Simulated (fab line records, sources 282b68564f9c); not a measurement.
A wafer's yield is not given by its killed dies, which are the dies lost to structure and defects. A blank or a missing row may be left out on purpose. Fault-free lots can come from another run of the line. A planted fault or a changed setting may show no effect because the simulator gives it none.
Which of the tools did it?    flow ritCmos    13 lots, 39 wafers sampled, at 3 steps of a route of 202

WHAT THE GAUGES READ, wafer by wafer
RIT_M1_RS_MEAS_01: the measuring method here is four-point-probe.
lot   measured      on            M1_AL_RS (ohm/sq)
L202  day 3 06:53   filmMetro-04  0.0744 0.0728 0.0735
L204  day 3 23:10   filmMetro-04  0.0721 0.0718 0.0721
L205  day 4 05:34   filmMetro-01  0.0735 0.0736 0.0741
L215  day 6 09:59   filmMetro-04  0.0634 0.0725 0.0727
L216  day 6 13:49   filmMetro-03  0.0732 0.0741 0.0738
L217  day 6 16:54   filmMetro-04  0.0741 0.0737 0.0752
L218  day 7 00:47   filmMetro-01  0.0743 0.0742 0.0738
L220  day 7 06:17   filmMetro-03  0.0734 0.0742 0.0733
L221  day 7 09:01   filmMetro-04  0.0725 0.0725 0.0726
L222  day 7 15:28   filmMetro-04  0.0751 0.0737 0.0755
L223  day 7 20:22   filmMetro-03  0.0748 0.0752 0.0744
L225  day 8 01:41   filmMetro-03  0.0748 0.0755 0.0736
L224  day 19 14:01  filmMetro-04  0.0752 0.0737 0.0752

RIT_M1_THK_MEAS_02: measures by xrf.
lot   measured      on            M1_AL_THK (nm)
L202  day 3 07:00   filmMetro-04  389 393 393
L204  day 3 23:17   filmMetro-04  400 401 401
L205  day 4 05:41   filmMetro-01  389 389 390
L215  day 6 10:07   filmMetro-04  453 397 397
L216  day 6 13:55   filmMetro-03  398 394 395
L217  day 6 17:01   filmMetro-04  393 391 384
L218  day 7 00:54   filmMetro-01  386 385 389
L220  day 7 06:23   filmMetro-03  395 394 396
L221  day 7 09:08   filmMetro-04  400 401 396
L222  day 7 15:34   filmMetro-04  386 393 384
L223  day 7 20:29   filmMetro-03  387 386 392
L225  day 8 01:48   filmMetro-03  388 387 392
L224  day 19 14:08  filmMetro-04  385 392 384

WHAT TOOL EACH LOT RAN ON (gives the tool, then ch and the chambers of the sampled wafers, and finally the start)
lot   RIT_M1_SPUTTER_00
L202  pvdSputter-01, day 3 06:35
L204  pvdSputter-03, day 3 22:51
L205  pvdSputter-02, day 4 05:16
L215  pvdSputter-03, day 6 09:42
L216  pvdSputter-02, day 6 13:30
L217  pvdSputter-01, day 6 16:35
L218  pvdSputter-02, day 7 00:28
L220  pvdSputter-02, day 7 05:58
L221  pvdSputter-01, day 7 08:43
L222  pvdSputter-01, day 7 15:07
L223  pvdSputter-02, day 7 20:04
L225  pvdSputter-01, day 8 01:23
L224  pvdSputter-02, day 19 13:43
- RIT_M1_SPUTTER_00: material Al, target thk 400 nm, time 500 s.

AS READ BY THE TOOLS THEMSELVES (means over the sampled wafers that have a number; for cases with no such wafer, the mark the record gives instead)
RIT_M1_SPUTTER_00.
lot   tool           cathodeDcPowerW (W)  throttleValvePct (%)
L202  pvdSputter-01  2000.1               29.4
L204  pvdSputter-03  2000.1               29.2
L205  pvdSputter-02  2000.2               30.9
L215  pvdSputter-03  2099.9               30.0
L216  pvdSputter-02  2000.2               30.8
L217  pvdSputter-01  1999.9               29.5
L218  pvdSputter-02  2000.5               30.2
L220  pvdSputter-02  2000.2               30.8
L221  pvdSputter-01  2000.1               29.2
L222  pvdSputter-01  1999.7               30.0
L223  pvdSputter-02  1999.8               30.4
L225  pvdSputter-01  1999.8               29.5
L224  pvdSputter-02  2000.2               30.7

THE ANSWER, worked out from the rows above alone
Rule: the usual values come from the lots themselves. Put in order of their means at a reading, lots are off if they are a third of the lots or fewer, leave a main group of 4 or more, and stand apart from it by a gap of 3 or more times the standard deviation of the main group's means; of several such gaps the widest counts. Not used: any main group whose means are identical at the precision the tables above print for the reading. A lot without any number at a reading at which 4 lots or more have one is off too. All remaining lots with rows at the step are treated as sound. Order of review: gauges by route order, followed by the tools' own readings, for which a lot's mean as printed above is used. The first step at which some lot is off is used, and at that step the reading that is off furthest; a lot without a number counts as furthest.
Off: at RIT_M1_THK_MEAS_02 (M1_AL_THK), L215. The main group: mean 392 nm, standard deviation 4.6.
A tool fits if, at a process step before that reading, it ran every lot that is off, and no sound lot after the first of them. Not tried: the gauges at RIT_M1_THK_MEAS_02; whatever is off there is also off at RIT_M1_SPUTTER_00, on other tools, and gauge error can't account for it. One fits: RIT_M1_SPUTTER_00 on pvdSputter-03. Its last sound lot is L204 (day 3 22:51), its first lot that is off L215 (day 6 09:42): a fault that began between those two fits.
On the lots that are off, the tool's own readings at RIT_M1_SPUTTER_00 differ by more than 5 times the standard deviation of the sound lots' means, which bears it out; cathodeDcPowerW reads 2099.9 W there versus 2000.1 W on the sound lots.

WHAT WAS PUT IN BY THE SIMULATOR
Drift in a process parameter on pvdSputter-03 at RIT_M1_SPUTTER_00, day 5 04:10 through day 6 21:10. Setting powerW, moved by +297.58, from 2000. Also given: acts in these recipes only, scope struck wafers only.
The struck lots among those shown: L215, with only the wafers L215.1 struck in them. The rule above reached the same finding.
